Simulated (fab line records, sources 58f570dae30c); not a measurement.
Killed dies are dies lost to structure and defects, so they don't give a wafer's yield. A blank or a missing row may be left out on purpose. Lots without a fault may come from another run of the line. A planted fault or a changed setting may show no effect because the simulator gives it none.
Which tool did it? | flow berkeley_cmos170 | 7 lots, 19 wafers sampled, at 5 steps of a route of 331

WHAT THE GAUGES READ, wafer by wafer
UCB170_M2_CD_MEAS_90: target cd 700 nm.
lot  | measured     | on        | cd_nm (nm)
L167 | day 7 19:25  | cd_sem-01 | 698 698 697
L165 | day 7 20:32  | cd_sem-01 | 700 696 696
L171 | day 9 06:59  | cd_sem-01 | 713
L175 | day 9 17:58  | cd_sem-02 | 697 697 696
L180 | day 10 22:03 | cd_sem-02 | 701 701 696
L182 | day 11 12:48 | cd_sem-01 | 693 693 700
L186 | day 12 18:16 | cd_sem-02 | 695 697 701

WHICH TOOL RAN EACH LOT (tool, then ch and the chambers of the sampled wafers, then the start)
lot  | UCB170_M2_STRIP_07                   | UCB170_M2_ETCH_17                  | UCB170_M2_METAL_ETCH_18           | UCB170_M2_STRIP_19
L167 | plasma_asher-01 ch 1, day 7 17:14    | rie_diel-04 ch 0,2,3, day 7 18:54  | rie_metal-01 ch 1, day 7 18:56    | plasma_asher-04 ch 0,1, day 7 19:19
L165 | plasma_asher-03 ch 0,1, day 7 18:52  | rie_diel-04 ch 0,1, day 7 20:12    | rie_metal-03 ch 0,1, day 7 20:14  | plasma_asher-03 ch 0,1, day 7 20:26
L171 | plasma_asher-01 ch 0, day 9 05:06    | rie_diel-03 ch 3, day 9 06:36      | rie_metal-01 ch 0, day 9 06:43    | plasma_asher-01 ch 1, day 9 06:52
L175 | plasma_asher-03 ch 0,1, day 9 15:34  | rie_diel-03 ch 0,1,2, day 9 17:27  | rie_metal-02 ch 1, day 9 17:29    | plasma_asher-04 ch 0,1, day 9 17:52
L180 | plasma_asher-01 ch 0,1, day 10 19:59 | rie_diel-01 ch 0,3, day 10 21:42   | rie_metal-03 ch 0,1, day 10 21:44 | plasma_asher-03 ch 0,1, day 10 21:56
L182 | plasma_asher-04 ch 0,1, day 11 11:11 | rie_diel-01 ch 1,2,3, day 11 12:28 | rie_metal-03 ch 0,1, day 11 12:31 | plasma_asher-03 ch 0,1, day 11 12:42
L186 | plasma_asher-04 ch 0,1, day 12 16:20 | rie_diel-01 ch 0,1,2, day 12 17:52 | rie_metal-02 ch 0,1, day 12 17:58 | plasma_asher-03 ch 0,1, day 12 18:08
- UCB170_M2_STRIP_07: strips in O2.
- UCB170_M2_ETCH_17: etches BARC in N2/H2.
- UCB170_M2_METAL_ETCH_18: etches Al in Cl2/BCl3, stops on SiO2, target depth 1170 nm, time 195 s.
- UCB170_M2_STRIP_19: strips in O2.

THE ANSWER, worked out from the rows above alone
Rule: what is usual is taken from the lots themselves. Put in order of their means at a reading, lots are off if they are a third of the lots or fewer, leave a main group of 4 or more, and stand apart from it by a gap of 3 or more times the standard deviation of the main group's means; of several such gaps the widest counts. A main group whose means are all the same, to the digits that the tables above print for the reading, isn't used. A lot without any number at a reading at which 4 lots or more have one is off too. The other lots that the step has rows for count as sound.
Off: L171, at UCB170_M2_CD_MEAS_90 (cd_nm). The main group: mean 697 nm, standard deviation 1.2.
A tool fits if, at a process step before that reading, it ran every lot that is off, and no sound lot after the first of them. The gauges at UCB170_M2_CD_MEAS_90 are tried like those tools. Can't be told from this: 2 tools fit, rie_metal-01 at UCB170_M2_METAL_ETCH_18, plasma_asher-01 at UCB170_M2_STRIP_19.

WHAT THE SIMULATOR HAD PUT IN
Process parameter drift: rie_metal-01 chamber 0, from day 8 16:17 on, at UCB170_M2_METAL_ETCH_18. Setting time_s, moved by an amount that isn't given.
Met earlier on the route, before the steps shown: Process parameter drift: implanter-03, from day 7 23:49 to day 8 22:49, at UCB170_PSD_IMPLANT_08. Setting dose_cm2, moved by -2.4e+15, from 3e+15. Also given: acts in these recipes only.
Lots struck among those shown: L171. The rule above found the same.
